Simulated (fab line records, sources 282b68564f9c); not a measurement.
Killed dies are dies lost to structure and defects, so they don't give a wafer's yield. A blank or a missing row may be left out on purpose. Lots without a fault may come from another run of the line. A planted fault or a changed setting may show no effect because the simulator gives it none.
fab line records | flow rit_cmos
record lots=6 wafers=18 last_day=7
route steps=202 shown PLDD@159 NLDD@160 SILICIDE@161 CONTACT@168 M1@202
lots that met no fault: from a run of the same line without faults
start_h: hours from the record's first day to the start of the lot's first wafer shown | wait_h: hours since the lot's step before | " the same as in the row above | L1.1+2: a row that stands for several wafers | - no value, or no start given | * or withheld: withheld | < > ~ a bound
route shown NAME@n: a module of which the file shows steps, and the number in the route of the first | usual: mean/standard deviation of fault-free wafers | same: alike in all rows | chamber/n: place in a boat | sites: the reading at each site | _std_site: their standard deviation | _edge_site: outer sites' mean less inner sites' | radius_mm: how far each site lies from the wafer's centre | mask NAME#n: copy n | behind: the tool/chamber that last shaped the wafer | hold: why the lot was held/for how many hours/how that ended | device: the transistor (n, p or np) that didn't switch | end of line: the same wafers' tests at the end of the route | a step without rows: its recipe alone | killed: dies lost to structure and defects at the first sort, not the wafer's yield | map: a wafer's dies, x killed, . not, _ none there
set.NAME: the setting as run; set.NAME@STEP: as run at that earlier step | model.NAME: the simulator's own value behind a step, which no gauge read
lots at some steps of the route; a table a step, a row a wafer
services: from which hour (start_h, from the record's first day; less than 0 if before it) a tool's chamber was out of use, for how many hours, and why
## steps
# step RIT_SDANNEAL_RS_MEAS_06
# recipe thk_meas_gauge=four-point-probe
# usual PLDD_RS=178.7/0.54
# columns lot.wafer tool chamber start_h wait_h PLDD_RS[ohm/sq]
L227.1 film_metro-03 - 59.31 0.1 178.0
L227.4 " - " " 178.2
L227.5 " - " " 177.7
L228.2 film_metro-03 - 66.02 0.1 178.2
L228.3 " - " " 178.4
L228.5 " - " " 178.5
L235.3 film_metro-02 - 103.53 0.1 178.2
L235.4 " - " " 177.9
L235.6 " - " " 178.1
L237.4 film_metro-03 - 110.43 0.1 179.8
L237.5 " - " " 178.9
L237.6 " - " " 179.6
L240.1 film_metro-04 - 124.54 0.1 177.9
L240.2 " - " " 178.3
L240.3 " - " " 178.3
L245.1 film_metro-03 - 149.58 0.1 179.2
L245.4 " - " " 178.7
L245.5 " - " " 179.3
# step RIT_SDANNEAL_RS_MEAS_07
# recipe thk_meas_gauge=four-point-probe
# usual NLDD_RS=152.1/0.54
# columns lot.wafer tool chamber start_h wait_h NLDD_RS[ohm/sq]
L227.1 film_metro-03 - 59.43 0.1 151.9
L227.4 " - " " 152.0
L227.5 " - " " 152.3
L228.2 film_metro-03 - 66.14 0.1 151.4
L228.3 " - " " 152.4
L228.5 " - " " 152.0
L235.3 film_metro-02 - 103.65 0.1 152.0
L235.4 " - " " 151.3
L235.6 " - " " 152.0
L237.4 film_metro-03 - 110.55 0.1 153.0
L237.5 " - " " 152.2
L237.6 " - " " 153.0
L240.1 film_metro-04 - 124.66 0.1 151.7
L240.2 " - " " 151.8
L240.3 " - " " 151.2
L245.1 film_metro-03 - 149.70 0.1 152.4
L245.4 " - " " 152.3
L245.5 " - " " 151.8
# step RIT_SILICIDE_WET_ETCH_00
# recipe chemistry=BOE target=SiO2 target_depth_nm=14 time_s=15 dry=n2_spin dilution=10:1 temp_c=21.5
# step RIT_SILICIDE_SPUTTER_01
# recipe material=Ti target_thk_nm=30 power_w=350 chamber_pressure_pa=0.667 gas=Ar time_s=240 substrate_temp_c=25
# usual cathode_dc_power_W=350.00/0.065 throttle_valve_pct=29.8/1.1
# columns lot.wafer tool chamber start_h wait_h cathode_dc_power_W throttle_valve_pct
L227.1 pvd_sputter-01 - 59.56 0.0 350.09 32.0
L227.4 " - " " 349.95 29.4
L227.5 " - " " 350.00 29.6
L228.2 pvd_sputter-03 - 66.25 0.0 350.08 29.5
L228.3 " - " " 349.94 31.1
L228.5 " - " " 349.97 30.7
L235.3 pvd_sputter-01 - 103.74 0.0 350.08 29.5
L235.4 " - " " 350.03 29.2
L235.6 " - " " 349.97 29.3
L237.4 pvd_sputter-01 - 110.62 0.0 349.96 29.5
L237.5 " - " " 349.96 29.5
L237.6 " - " " 350.00 29.1
L240.1 pvd_sputter-04 - 124.79 0.0 350.00 30.1
L240.2 " - " " 349.91 28.9
L240.3 " - " " 350.08 30.1
L245.1 pvd_sputter-01 - 149.84 0.0 350.07 32.2
L245.4 " - " " 350.03 29.3
L245.5 " - " " 349.98 29.5
# step RIT_SILICIDE_RS_MEAS_02
# recipe thk_meas_gauge=four-point-probe reads=Ti_of_SILICIDE_SPUTTER_01
# usual SILICIDE_TI_RS=47.6/0.66
# columns lot.wafer tool chamber start_h wait_h SILICIDE_TI_RS[ohm/sq]
L227.1 film_metro-03 - 59.71 0.1 47.8
L227.4 " - " " 48.4
L227.5 " - " " 48.3
L228.2 film_metro-01 - 66.42 0.1 47.6
L228.3 " - " " 47.2
L228.5 " - " " 47.4
L235.3 film_metro-01 - 103.93 0.1 47.2
L235.4 " - " " 47.6
L235.6 " - " " 47.2
L237.4 film_metro-01 - 110.83 0.1 48.0
L237.5 " - " " 47.9
L237.6 " - " " 48.1
L240.1 film_metro-03 - 124.94 0.1 46.9
L240.2 " - " " 47.9
L240.3 " - " " 47.3
L245.1 film_metro-02 - 149.99 0.1 47.3
L245.4 " - " " 48.7
L245.5 " - " " 47.4
# step RIT_SILICIDE_THK_MEAS_03
# recipe thk_meas_gauge=xrf reads=Ti_of_SILICIDE_SPUTTER_01
# usual SILICIDE_TI_THK=30.2/0.35
# columns lot.wafer tool chamber start_h wait_h SILICIDE_TI_THK[nm]
L227.1 film_metro-03 - 59.83 0.1 30.1
L227.4 " - " " 29.9
L227.5 " - " " 30.0
L228.2 film_metro-01 - 66.53 0.1 30.2
L228.3 " - " " 30.3
L228.5 " - " " 30.2
L235.3 film_metro-01 - 104.03 0.1 30.4
L235.4 " - " " 30.1
L235.6 " - " " 30.2
L237.4 film_metro-01 - 110.92 0.1 30.0
L237.5 " - " " 29.9
L237.6 " - " " 29.8
L240.1 film_metro-03 - 125.06 0.1 30.6
L240.2 " - " " 30.0
L240.3 " - " " 30.4
L245.1 film_metro-02 - 150.11 0.1 30.3
L245.4 " - " " 29.7
L245.5 " - " " 30.3
# step RIT_SILICIDE_RTA_04
# recipe temp_c=650 time_s=10 idle_temp_c=25 ramp_up_s=5 ramp_down_s=5 cool_to_c=25 ambient=N2
# usual anneal_temp_c_max=652.7/0.57 wafer_temp_C_max=653.1/1.5
# columns lot.wafer tool chamber start_h wait_h anneal_temp_c_max wafer_temp_C_max
L227.1 rtp_anneal-01 0 59.89 0.1 652.6 653.7
L227.4 " 0 " " 653.0 654.0
L227.5 " 0 " " 651.8 655.4
L228.2 rtp_anneal-02 0 66.59 0.1 653.4 651.9
L228.3 " 0 " " 653.0 652.2
L228.5 " 0 " " 652.8 651.6
L235.3 rtp_anneal-01 0 104.10 0.1 652.1 654.4
L235.4 " 0 " " 651.7 654.1
L235.6 " 0 " " 652.9 656.3
L237.4 rtp_anneal-01 0 110.98 0.1 652.4 655.1
L237.5 " 0 " " 652.3 654.8
L237.6 " 0 " " 652.3 655.5
L240.1 rtp_anneal-02 0 125.12 0.1 652.5 652.6
L240.2 " 0 " " 652.2 651.7
L240.3 " 0 " " 652.3 651.7
L245.1 rtp_anneal-02 0 150.17 0.1 652.7 651.0
L245.4 " 0 " " 652.7 652.4
L245.5 " 0 " " 653.8 651.8
# step RIT_SILICIDE_WET_ETCH_05
# recipe chemistry=SPM target=Ti temp_c=90 time_s=120 dry=n2_spin
# step RIT_SILICIDE_RTA_06
# recipe temp_c=750 time_s=10 idle_temp_c=25 ramp_up_s=5 ramp_down_s=10 cool_to_c=25 ambient=N2
# usual anneal_temp_c_max=753.2/0.61 wafer_temp_C_max=753.5/1.8
# columns lot.wafer tool chamber start_h wait_h anneal_temp_c_max wafer_temp_C_max
L227.1 rtp_anneal-02 0 60.01 0.0 752.9 751.4
L227.4 " 0 " " 753.0 752.2
L227.5 " 0 " " 753.5 752.5
L228.2 rtp_anneal-01 0 66.70 0.0 752.6 756.5
L228.3 " 0 " " 753.9 755.4
L228.5 " 0 " " 753.9 755.5
L235.3 rtp_anneal-02 0 104.20 0.0 753.4 752.8
L235.4 " 0 " " 753.4 752.4
L235.6 " 0 " " 752.4 752.7
L237.4 rtp_anneal-02 0 111.11 0.0 752.8 752.3
L237.5 " 0 " " 753.2 752.9
L237.6 " 0 " " 752.6 752.8
L240.1 rtp_anneal-02 0 125.23 0.0 753.2 752.7
L240.2 " 0 " " 753.3 752.6
L240.3 " 0 " " 752.8 752.1
L245.1 rtp_anneal-02 0 150.27 0.0 753.9 752.5
L245.4 " 0 " " 753.9 752.7
L245.5 " 0 " " 754.0 752.4
# step RIT_CONTACT_CVD_00
# recipe material=SiO2 target_thk_nm=400 precursor=TEOS temp_c=390 time_s=61 rf_w=400
# usual heater_power_w=306/33
# columns lot.wafer tool chamber start_h wait_h heater_power_w
L227.1 pecvd-04 2 60.07 0.1 285
L227.4 " 0 " " 323
L227.5 " 0 " " 337
L228.2 pecvd-02 1 66.76 0.0 293
L228.3 " 0 " " 327
L228.5 " 0 " " 341
L235.3 pecvd-01 2 104.25 0.0 319
L235.4 " 1 " " 300
L235.6 " 0 " " 263
L237.4 pecvd-02 1 111.17 0.0 300
L237.5 " 0 " " 259
L237.6 " 2 " " 331
L240.1 pecvd-02 2 125.30 0.1 290
L240.2 " 0 " " 279
L240.3 " 2 " " 314
L245.1 pecvd-04 2 150.34 0.1 326
L245.4 " 2 " " 334
L245.5 " 0 " " 322
# step RIT_CONTACT_THK_MEAS_01
# recipe reads=SiO2_of_CONTACT_CVD_00
# usual CONTACT_TEOS_THK=400/5.5
# columns lot.wafer tool chamber start_h wait_h CONTACT_TEOS_THK[nm]
L227.1 film_metro-04 - 60.15 0.1 394
L227.4 " - " " 405
L227.5 " - " " 409
L228.2 film_metro-04 - 66.82 0.0 403
L228.3 " - " " 398
L228.5 " - " " 408
L235.3 film_metro-04 - 104.32 0.0 398
L235.4 " - " " 404
L235.6 " - " " 400
L237.4 film_metro-04 - 111.23 0.0 402
L237.5 " - " " 404
L237.6 " - " " 410
L240.1 film_metro-02 - 125.37 0.1 403
L240.2 " - " " 396
L240.3 " - " " 410
L245.1 film_metro-04 - 150.39 0.0 393
L245.4 " - " " 397
L245.5 " - " " 405
# step RIT_CONTACT_HMDS_02
# recipe prime_time_s=60 prime_temp_c=140
# step RIT_CONTACT_COAT_03
# recipe resist=NOVOLAK spin_rpm=3250 resist_thk_nm=1000
# usual resist_line_temp_C=23.00/0.11
# columns lot.wafer tool chamber start_h wait_h resist_line_temp_C model.NOVOLAK_of_CONTACT_COAT_03.thk_nm
L227.1 litho_track-04 0 60.36 0.1 22.98 1003
L227.4 " 0 " " 23.03 1001
L227.5 " 0 " " 23.07 1005
L228.2 litho_track-03 0 67.04 0.1 23.16 1004
L228.3 " 0 " " 23.05 1002
L228.5 " 0 " " 23.14 999.8
L235.3 litho_track-04 0 104.56 0.1 23.20 199.5
L235.4 " 0 " " 22.92 199.3
L235.6 " 0 " " 23.05 199.8
L237.4 litho_track-04 0 111.48 0.1 22.97 200.6
L237.5 " 0 " " 22.76 199.8
L237.6 " 0 " " 22.92 200.5
L240.1 litho_track-01 0 125.58 0.1 22.75 997.2
L240.2 " 0 " " 22.75 996.4
L240.3 " 0 " " 22.87 1000
L245.1 litho_track-03 0 150.60 0.1 23.05 1003
L245.4 " 0 " " 22.98 1004
L245.5 " 0 " " 23.01 1005
# step RIT_CONTACT_SOFTBAKE_04
# recipe resist=NOVOLAK temp_c=90 time_s=60
# step RIT_CONTACT_EXPOSE_05
# recipe mask_id=M11 na=0.6 source_shape=conventional sigma_outer=0.5 target_cd_nm=1000 dose_mj=247.5
# step RIT_CONTACT_PEB_06
# recipe resist=NOVOLAK temp_c=withheld time_s=withheld
# step RIT_CONTACT_DEVELOP_07
# recipe resist=NOVOLAK develop_time_s=120 dev_temp_c=23
# step RIT_CONTACT_CD_MEAS_08
# recipe target_cd_nm=1000
# usual cd_nm=999.8/2.7
# columns lot.wafer tool chamber start_h wait_h cd_nm
L227.1 cd_sem-02 - 61.30 - 1000.0
L227.4 " - " " 999.5
L227.5 " - " " 997.6
L228.2 cd_sem-02 - 68.02 - 999.5
L228.3 " - " " 1000.9
L228.5 " - " " 1002.6
L235.3 cd_sem-02 - 105.37 - 1152.8
L235.4 " - " " 1154.2
L235.6 " - " " 1154.4
L237.4 cd_sem-01 - 112.28 - 1122.8
L237.5 " - " " 1123.0
L237.6 " - " " 1125.4
L240.1 cd_sem-01 - 126.56 - 1003.8
L240.2 " - " " 1003.2
L240.3 " - " " 1002.4
L245.1 cd_sem-02 - 151.42 - 997.4
L245.4 " - " " 994.7
L245.5 " - " " 996.5
# step RIT_CONTACT_OVL_MEAS_09
# usual CONTACT_OVL=2.0/0.92
# columns lot.wafer tool chamber start_h wait_h CONTACT_OVL[nm]
L227.1 overlay-01 - 61.42 0.1 1.9
L227.4 " - " " 0.5
L227.5 " - " " 3.1
L228.2 overlay-02 - 68.12 0.1 3.2
L228.3 " - " " 0.9
L228.5 " - " " 1.6
L235.3 overlay-02 - 105.46 0.1 3.8
L235.4 " - " " 3.7
L235.6 " - " " 2.4
L237.4 overlay-01 - 112.36 0.1 1.3
L237.5 " - " " 2.1
L237.6 " - " " 0.6
L240.1 overlay-01 - 126.68 0.1 2.5
L240.2 " - " " 2.4
L240.3 " - " " 3.7
L245.1 overlay-01 - 151.54 0.1 2.1
L245.4 " - " " 1.2
L245.5 " - " " 1.0
# step RIT_CONTACT_HARDBAKE_10
# recipe resist=NOVOLAK temp_c=140 time_s=60
# step RIT_CONTACT_ETCH_11
# recipe target_depth_a=4800 over_etch_frac=0.1858 stop_on=TiSi2 chemistry=CHF3/CF4/Ar target=SiO2 CHF3_flow_sccm=50 cf4_flow_sccm=10 Ar_flow_sccm=100 O2_flow_sccm=5 pressure_mtorr=100 rf_w=200 time_s=320
# usual drypump_motor_current_A=5.8/0.32 oes_product_au=0.993/0.018 throttle_valve_pct=8.90/0.15
# columns lot.wafer tool chamber start_h wait_h drypump_motor_current_A oes_product_au rf_hours_counter_h throttle_valve_pct model.NOVOLAK_of_CONTACT_COAT_03.thk_nm model.CONTACT.cd_nm
L227.1 rie_diel-03 0 61.61 0.1 5.5 1.009 51 8.96 768.9 999.4
L227.4 " 1 " " 5.9 0.981 110 9.02 768.8 999.6
L227.5 " 1 " " 5.9 0.978 - 9.03 772 997.6
L228.2 rie_diel-04 2 68.30 0.1 6.3 0.977 120 8.94 771.9 999.8
L228.3 " 3 " " 6.0 1.010 94 8.89 768.6 1001
L228.5 " 0 " " 5.9 0.961 - 8.65 769.8 1002
L235.3 rie_diel-04 3 105.63 0.1 6.0 1.020 95 8.88 62.99 1153
L235.4 " 1 " " 5.6 1.001 - 8.90 71.2 1154
L235.6 " 3 " " 6.0 1.014 - 8.87 63.07 1155
L237.4 rie_diel-02 3 112.53 0.1 5.7 1.003 41 8.65 65.28 1123
L237.5 " 3 " " 5.7 0.993 - 8.65 65.15 1123
L237.6 " 2 " " 5.8 0.984 - 9.19 64.64 1126
L240.1 rie_diel-03 1 126.86 0.1 5.9 0.977 111 9.03 766.5 1004
L240.2 " 0 " " 5.4 1.008 52 8.95 764.1 1003
L240.3 " 3 " " 4.8 1.021 66 8.93 769.5 1002
L245.1 rie_diel-03 1 151.93 0.1 5.9 0.978 112 9.00 771.5 997.6
L245.4 " 3 " " 4.8 1.012 67 8.93 772.1 995
L245.5 " 0 " " 5.5 1.007 - 8.98 771.9 996.6
# step RIT_CONTACT_STRIP_12
# recipe chemistry=O2 time_s=180 resist=NOVOLAK platen_temp_c=withheld power_w=500 pressure_mtorr=4000 o2_flow_sccm=4000
# usual drypump_motor_current_A=5.6/0.34
# columns lot.wafer tool chamber start_h wait_h drypump_motor_current_A rf_hours_counter_h
L227.1 plasma_asher-04 0 61.80 0.1 5.0 26
L227.4 " 1 " " 5.6 -
L227.5 " 1 " " 5.6 -
L228.2 plasma_asher-03 1 68.50 0.1 6.1 42
L228.3 " 0 " " 5.7 -
L228.5 " 0 " " 5.7 -
L235.3 plasma_asher-04 0 105.89 0.2 5.0 -
L235.4 " 1 " " 5.6 -
L235.6 " 1 " " 5.5 -
L237.4 plasma_asher-03 0 112.78 0.2 5.7 -
L237.5 " 1 " " 6.0 -
L237.6 " 0 " " 5.7 -
L240.1 plasma_asher-04 0 127.06 0.1 5.0 34
L240.2 " 1 " " 5.5 34
L240.3 " 0 " " 5.0 -
L245.1 plasma_asher-02 0 152.13 0.1 5.7 52
L245.4 " 0 " " 5.7 -
L245.5 " 1 " " 5.9 -
# step RIT_M1_PROBE_99
# usual killed_at_contacts=0.1/0.31 killed_at_front_end=8/3.1 killed_dies=8/3.2 killed_open=3.9/2.2 killed_short=3.8/2.1
# same gross_dies=264 killed_at_M0_to_M3=0 killed_at_M4_up=0 killed_at_back_side=0 killed_at_other=0
# columns lot.wafer tool chamber start_h wait_h killed_at_contacts killed_at_front_end killed_dies killed_open killed_short model.etest.contact_to_gate.bv_right_v model.etest.contact_to_gate.bv_left_v model.etest.contact_npoly.rc_ohm model.etest.contact_pplus.rc_ohm model.etest.contact_ppoly.rc_ohm model.etest.contact_nplus.rc_ohm
L227.1 prober-01 - 66.49 0.1 0 3 3 2 1 92.53 89.86 1.392 1.349 1.336 1.42
L227.4 prober-01 - 66.64 0.2 0 2 2 1 1 91.9 91.36 1.402 1.396 1.358 1.398
L227.5 prober-01 - 66.69 0.2 0 9 9 4 5 91.26 89.04 1.466 1.383 1.406 1.397
L228.2 prober-02 - 73.47 0.1 0 7 7 4 3 89.46 89.82 1.425 1.378 1.374 1.351
L228.3 prober-02 - 73.52 0.2 1 10 11 7 4 88.87 93.08 1.387 1.396 1.407 1.378
L228.5 prober-02 - 73.62 0.2 0 10 10 5 5 89.53 89.58 1.366 1.367 1.324 1.387
L235.3 prober-01 - 110.74 0.2 55 5 60 4 1 52.12 51.81 1.288 1.276 1.327 1.289
L235.4 prober-01 - 110.79 0.2 54 13 67 9 4 51.18 49.48 1.344 1.314 1.318 1.343
L235.6 prober-01 - 110.89 0.2 53 8 61 6 4 53.15 54.38 1.313 1.299 1.252 1.307
L237.4 prober-01 - 117.67 0.2 18 9 27 4 5 60.01 60.24 1.34 1.351 1.341 1.302
L237.5 prober-01 - 117.72 0.2 16 6 22 1 5 56.55 59.67 1.365 1.372 1.344 1.3
L237.6 prober-01 - 117.77 0.2 11 6 17 3 3 55.69 57.52 1.385 1.4 1.358 1.312
L240.1 prober-02 - 132.02 0.1 0 13 13 6 7 87.28 90.06 1.337 1.325 1.372 1.324
L240.2 prober-02 - 132.07 0.1 0 9 9 3 6 90.31 89.64 1.419 1.402 1.387 1.384
L240.3 prober-02 - 132.12 0.2 0 14 14 9 5 88.85 88.08 1.382 1.262 1.32 1.369
L245.1 prober-01 - 156.98 0.1 0 3 3 1 2 92.81 89.55 1.367 1.376 1.421 1.398
L245.4 prober-01 - 157.13 0.2 0 9 9 5 4 93.14 92.1 1.387 1.391 1.362 1.396
L245.5 prober-01 - 157.18 0.2 0 12 12 2 10 92.42 92.21 1.408 1.404 1.41 1.4
# killed by level:class
L227.1 FOX1:geometric_particle:short=1 REOX:geometric_particle:open=1 SILICIDE:geometric_particle:open=1
L227.4 GATE:geometric_particle:open=1 GATE:geometric_particle:short=1
L227.5 GATE:geometric_particle:open=3 SILICIDE:geometric_particle:short=3 FOX1:geometric_particle:short=1 GATE:geometric_particle:short=1 SILICIDE:geometric_particle:open=1
L228.2 GATE:geometric_particle:open=2 FOX2:geometric_particle:short=1 REOX:geometric_particle:open=1 REOX:geometric_particle:short=1 SPACER:geometric_particle:open=1 SPACER:geometric_particle:short=1
L228.3 REOX:geometric_particle:open=2 SILICIDE:geometric_particle:open=2 FOX1:geometric_particle:short=1 GATE:geometric_particle:open=1 REOX:geometric_particle:short=1 SPACER:geometric_particle:open=1 SPACER:geometric_particle:short=1 SILICIDE:geometric_particle:short=1
L228.5 SPACER:geometric_particle:open=3 SPACER:geometric_particle:short=2 FOX1:geometric_particle:short=1 GATE:geometric_particle:short=1 GATE:geometric_particle:open=1 REOX:geometric_particle:open=1 REOX:geometric_particle:short=1
L235.3 CONTACT:area_expose=55 GATE:geometric_particle:open=3 FOX2:geometric_particle:open=1 GATE:geometric_particle:short=1
L235.4 CONTACT:area_expose=54 GATE:geometric_particle:open=4 FOX1:geometric_particle:open=2 SPACER:geometric_particle:short=2 SILICIDE:geometric_particle:open=2 FOX2:geometric_particle:open=1 GATE:geometric_particle:short=1 SILICIDE:geometric_particle:short=1
L235.6 CONTACT:area_expose=51 GATE:geometric_particle:open=4 FOX1:geometric_particle:short=1 GATE:geometric_particle:short=1 SPACER:geometric_particle:open=1 SILICIDE:geometric_particle:short=1 CONTACT:geometric_particle:open=1 CONTACT:geometric_particle:short=1
L237.4 CONTACT:area_expose=18 GATE:geometric_particle:short=2 REOX:geometric_particle:short=2 SILICIDE:geometric_particle:open=2 FOX1:geometric_particle:open=1 FOX1:geometric_particle:short=1 GATE:geometric_particle:open=1
L237.5 CONTACT:area_expose=16 GATE:geometric_particle:short=3 FOX1:geometric_particle:short=1 FOX2:geometric_particle:short=1 GATE:geometric_particle:open=1
L237.6 CONTACT:area_expose=11 FOX1:geometric_particle:open=2 FOX1:geometric_particle:short=1 GATE:geometric_particle:short=1 SPACER:geometric_particle:open=1 SPACER:geometric_particle:short=1
L240.1 GATE:geometric_particle:short=4 FOX2:geometric_particle:short=3 FOX2:geometric_particle:open=3 SILICIDE:geometric_particle:open=2 GATE:geometric_particle:open=1
L240.2 GATE:geometric_particle:short=4 FOX1:geometric_particle:open=1 FOX2:geometric_particle:short=1 GATE:geometric_particle:open=1 REOX:geometric_particle:open=1 SILICIDE:geometric_particle:short=1
L240.3 FOX2:geometric_particle:open=3 GATE:geometric_particle:open=2 GATE:geometric_particle:short=2 REOX:geometric_particle:open=2 FOX1:geometric_particle:open=1 SPACER:geometric_particle:short=1 REOX:geometric_particle:short=1 SPACER:geometric_particle:open=1
L245.1 FOX1:geometric_particle:open=1 FOX1:geometric_particle:short=1 SPACER:geometric_particle:short=1
L245.4 GATE:geometric_particle:open=3 SPACER:geometric_particle:short=2 FOX1:geometric_particle:open=1 FOX1:geometric_particle:short=1 GATE:geometric_particle:short=1 SPACER:geometric_particle:open=1
L245.5 GATE:geometric_particle:short=6 FOX1:geometric_particle:short=2 FOX2:geometric_particle:short=1 FOX2:geometric_particle:open=1 GATE:geometric_particle:open=1 SPACER:geometric_particle:short=1
# map L235.4 (x killed, . not)
________x......_______
_____.x...........____
____...x....x......___
___.....x.......x...__
__..................._
__...x....xxx..x..x.._
_.......xx.xxx.x.x....
_.x......xxx.xx.xx....
_.......x.xxx.xx.xx...
_.....xx.xx.x.xx.xx...
__x........x.x..x...x_
__......x.xx.xxxx...._
___...x.....x..x....__
____.......x.......___
_____.x..x...x...x____
________.xx...x_______
# map L237.4 (x killed, . not)
________......._______
_____............x____
____...............___
___.................__
__x.................._
__......x.....x......_
_....x................
_...........x..x......
_....xx.........x.....
_......xx..x.x.x......
__......x.xx....xx..._
__...............x..x_
___....x...x........__
____.....xx........___
_____.............____
________.....x._______
## services
# columns tool chamber start_h hours kind
rie_diel-04 2 39.09 4.6 repair
rtp_anneal-01 - 42.32 9.4 pm
rie_diel-04 1 43.79 6.4 repair
rie_diel-03 0 48.54 3.1 repair
rie_diel-04 1 54.57 - clean
rie_diel-04 1 54.57 21.7 scheduled_down
rie_diel-04 1 54.57 21.7 vent_cycle
pecvd-04 1 57.75 3.5 repair
plasma_asher-02 - 72.75 2.8 pm
pecvd-02 - 81.77 0.7 repair
rie_diel-03 0 83.63 2.8 repair
rie_diel-04 1 89.53 1.7 repair
rie_diel-04 - 91.82 2.8 pm
rie_diel-04 0 99.78 12.5 repair
pecvd-02 1 124.22 6.3 repair
plasma_asher-04 - 132.08 5.2 repair
pecvd-02 - 146.41 6.0 pm
## key
first_sign step=RIT_CONTACT_CD_MEAS_08 reading=cd_nm direction=up sigmas=52 usual=999.8 struck=1138.8 through=control_loop
effect step=RIT_M1_PROBE_99 reading=killed_at_contacts direction=up sigmas=34 usual=0.1 struck=34.5
model_effect step=RIT_CONTACT_COAT_03 value=NOVOLAK_of_CONTACT_COAT_03.thk_nm without=999.6 struck=199.9
model_effect step=RIT_CONTACT_ETCH_11 value=NOVOLAK_of_CONTACT_COAT_03.thk_nm without=767.8 struck=65.39
model_effect step=RIT_M1_PROBE_99 value=etest.contact_to_gate.bv_right_v without=89.37 struck=54.78
more_kills_born_at RIT_CONTACT_EXPOSE_05@iline_stepper-01=205
met_at RIT_CONTACT_COAT_03
struck_wafers L235.3,L235.4,L235.6,L237.4,L237.5,L237.6
tester_left_out L235,L237
loop_trim step=RIT_CONTACT_EXPOSE_05 setting=dose lots=L237
onset_between 60.36 104.56
also_fits RIT_SILICIDE_RTA_04:rtp_anneal-01
fault kind=process_parameter_drift tool=litho_track-04 chamber=- onset_h=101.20 steps=RIT_CONTACT_COAT_03 channel=resist_thk_nm offset=-800 shape=step end_h=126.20 acts_in=these_recipes_only stated=1000
# tester_left_out: of these lots the tester's yield and bins aren't shown, on N5 and GAA mostly nor the transistor test; their killed dies are dies lost to structure and defects alone, not to doping, threshold or leakage, so they don't give the yield
# loop_trim: a control loop set the setting to another value than it would have without faults
